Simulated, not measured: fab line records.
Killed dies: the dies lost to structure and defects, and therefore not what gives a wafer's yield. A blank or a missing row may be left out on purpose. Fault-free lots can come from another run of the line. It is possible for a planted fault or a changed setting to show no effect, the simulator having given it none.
Split-lot experiment / flow ritCmos / route with 202 steps; 5 lots, 23 wafers read

## THE SPLIT ITSELF
At RIT_REOX_OXIDATION_03 (target thk 25.2 nm, ox time 5580 s), the setting oxTimeS was moved away from the recipe's 5580 s on 15 of the 23 wafers read, by -12.5% to -8.3%. The other wafers ran this setting at the recipe's value.

Split to reading: the file shows no intervening step.

## THE READING
REOX_OXIDE_THK at RIT_REOX_THK_MEAS_04, in nm. On this fab line, fault-free wafers typically give 25.2 nm with a standard deviation of 0.5 nm.

wafer=L074.1; tool, chamber at the split=-, -; oxTimeS as run, s=5116; against the recipe=-8.3%; REOX_OXIDE_THK, nm=24.1; against lot-mates on the recipe=no lot-mate on the recipe
wafer=L074.2; tool, chamber at the split=-, -; oxTimeS as run, s=5116; against the recipe=-8.3%; REOX_OXIDE_THK, nm=23.9; against lot-mates on the recipe=no lot-mate on the recipe
wafer=L074.3; tool, chamber at the split=-, -; oxTimeS as run, s=5116; against the recipe=-8.3%; REOX_OXIDE_THK, nm=23.9; against lot-mates on the recipe=no lot-mate on the recipe
wafer=L074.4; tool, chamber at the split=-, -; oxTimeS as run, s=5116; against the recipe=-8.3%; REOX_OXIDE_THK, nm=23.7; against lot-mates on the recipe=no lot-mate on the recipe
wafer=L074.6; tool, chamber at the split=-, -; oxTimeS as run, s=5116; against the recipe=-8.3%; REOX_OXIDE_THK, nm=24.0; against lot-mates on the recipe=no lot-mate on the recipe
wafer=L076.2; tool, chamber at the split=furnace-01, 0; oxTimeS as run, s=5580; against the recipe=recipe; REOX_OXIDE_THK, nm=25.5; against lot-mates on the recipe=-
wafer=L076.4; tool, chamber at the split=furnace-01, 0; oxTimeS as run, s=5580; against the recipe=recipe; REOX_OXIDE_THK, nm=25.6; against lot-mates on the recipe=-
wafer=L076.6; tool, chamber at the split=furnace-01, 0; oxTimeS as run, s=5580; against the recipe=recipe; REOX_OXIDE_THK, nm=25.7; against lot-mates on the recipe=-
wafer=L078.1; tool, chamber at the split=-, -; oxTimeS as run, s=4885; against the recipe=-12.5%; REOX_OXIDE_THK, nm=23.3; against lot-mates on the recipe=no lot-mate on the recipe
wafer=L078.2; tool, chamber at the split=-, -; oxTimeS as run, s=4885; against the recipe=-12.5%; REOX_OXIDE_THK, nm=23.0; against lot-mates on the recipe=no lot-mate on the recipe
wafer=L078.3; tool, chamber at the split=-, -; oxTimeS as run, s=4885; against the recipe=-12.5%; REOX_OXIDE_THK, nm=22.9; against lot-mates on the recipe=no lot-mate on the recipe
wafer=L078.4; tool, chamber at the split=-, -; oxTimeS as run, s=4885; against the recipe=-12.5%; REOX_OXIDE_THK, nm=23.3; against lot-mates on the recipe=no lot-mate on the recipe
wafer=L078.5; tool, chamber at the split=-, -; oxTimeS as run, s=4885; against the recipe=-12.5%; REOX_OXIDE_THK, nm=23.1; against lot-mates on the recipe=no lot-mate on the recipe
wafer=L079.1; tool, chamber at the split=-, -; oxTimeS as run, s=5015; against the recipe=-10.1%; REOX_OXIDE_THK, nm=23.4; against lot-mates on the recipe=no lot-mate on the recipe
wafer=L079.2; tool, chamber at the split=-, -; oxTimeS as run, s=5015; against the recipe=-10.1%; REOX_OXIDE_THK, nm=23.9; against lot-mates on the recipe=no lot-mate on the recipe
wafer=L079.4; tool, chamber at the split=-, -; oxTimeS as run, s=5015; against the recipe=-10.1%; REOX_OXIDE_THK, nm=23.5; against lot-mates on the recipe=no lot-mate on the recipe
wafer=L079.5; tool, chamber at the split=-, -; oxTimeS as run, s=5015; against the recipe=-10.1%; REOX_OXIDE_THK, nm=23.3; against lot-mates on the recipe=no lot-mate on the recipe
wafer=L079.6; tool, chamber at the split=-, -; oxTimeS as run, s=5015; against the recipe=-10.1%; REOX_OXIDE_THK, nm=24.1; against lot-mates on the recipe=no lot-mate on the recipe
wafer=L083.1; tool, chamber at the split=-, -; oxTimeS as run, s=5580; against the recipe=recipe; REOX_OXIDE_THK, nm=25.2; against lot-mates on the recipe=-
wafer=L083.2; tool, chamber at the split=-, -; oxTimeS as run, s=5580; against the recipe=recipe; REOX_OXIDE_THK, nm=24.9; against lot-mates on the recipe=-
wafer=L083.3; tool, chamber at the split=-, -; oxTimeS as run, s=5580; against the recipe=recipe; REOX_OXIDE_THK, nm=25.6; against lot-mates on the recipe=-
wafer=L083.4; tool, chamber at the split=-, -; oxTimeS as run, s=5580; against the recipe=recipe; REOX_OXIDE_THK, nm=25.6; against lot-mates on the recipe=-
wafer=L083.5; tool, chamber at the split=-, -; oxTimeS as run, s=5580; against the recipe=recipe; REOX_OXIDE_THK, nm=24.8; against lot-mates on the recipe=-

FIT RESULTS
A straight line over all 23 wafers: REOX_OXIDE_THK changes by +0.176 nm for each +1% of oxTimeS; r = +0.96; the points scatter about the line by 0.27 nm.
Too few moved wafers with a lot-mate on the recipe to fit a line net of each lot's own level.

## THE WHOLE CHAIN: every reading that the file lists as answering this split, in the file's order
step=RIT_REOX_OXIDATION_03; what it does=target thk 25.2 nm, ox time 5580 s; reading=SiO2_of_REOX_OXIDATION_03.thkNm (the simulator's own value, which no gauge read); change (the file's fit)=+0.175 nm for each +1% of the setting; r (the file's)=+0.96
step=RIT_REOX_THK_MEAS_04; what it does=; reading=REOX_OXIDE_THK; change (the file's fit)=+0.176 for each +1% of the setting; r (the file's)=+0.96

## THE FILE'S OWN FIT
REOX_OXIDE_THK changes by +0.176 nm for each +1% of oxTimeS, r = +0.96.
